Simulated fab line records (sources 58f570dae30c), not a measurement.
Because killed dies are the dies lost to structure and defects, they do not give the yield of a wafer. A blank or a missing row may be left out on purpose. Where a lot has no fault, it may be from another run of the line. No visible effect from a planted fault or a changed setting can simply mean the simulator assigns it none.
The tool behind it: which one? -- flow berkeley cmos170 -- Sampling: 6 lots, 18 wafers, 2 of 331 route steps

WHAT THE GAUGES SHOWED, per wafer
UCB170_M3_RS_MEAS_02: the measuring method here is four-point-probe.
lot,measured,on,M3_AL_RS (ohm/sq)
L444,day 7 20:44,film metro-02,0.0334 0.0328 0.0320
L446,day 8 07:07,film metro-03,0.0322 0.0318 0.0319
L449,day 8 20:30,film metro-01,0.0316 0.0329 0.0317
L455,day 9 19:04,film metro-03,0.0317 0.0323 0.0316
L460,day 11 07:49,film metro-01,0.0318 0.0323 0.0322
L465,day 11 21:02,film metro-01,0.0317 0.0311 0.0314

WHAT TOOL EACH LOT RAN ON (gives the tool, then ch and the chambers of the sampled wafers, and finally the start)
lot,UCB170_M3_SPUTTER_01
L444,"pvd sputter-04, day 7 20:40"
L446,"pvd sputter-03, day 8 06:59"
L449,"pvd sputter-01, day 8 20:25"
L455,"pvd sputter-03, day 9 18:58"
L460,"pvd sputter-03, day 11 07:44"
L465,"pvd sputter-03, day 11 20:56"
- UCB170_M3_SPUTTER_01: material Al, target thk 900 nm, time 120 s.

THE ANSWER, worked out from the rows above alone
Rule: the lots themselves supply what counts as usual. Put in order of their means at a reading, lots are off if they are a third of the lots or fewer, leave a main group of 4 or more, and stand apart from it by a gap of 3 or more times the standard deviation of the main group's means; of several such gaps the widest counts. A main group is skipped when, at the precision printed for the reading in the tables above, its means are all equal. A lot without any number at a reading at which 4 lots or more have one is off too. Any other lot the step has rows for is counted as sound.
None of the lots is off at any reading shown; this tells nothing.

WHAT HAD BEEN PUT IN BY THE SIMULATOR
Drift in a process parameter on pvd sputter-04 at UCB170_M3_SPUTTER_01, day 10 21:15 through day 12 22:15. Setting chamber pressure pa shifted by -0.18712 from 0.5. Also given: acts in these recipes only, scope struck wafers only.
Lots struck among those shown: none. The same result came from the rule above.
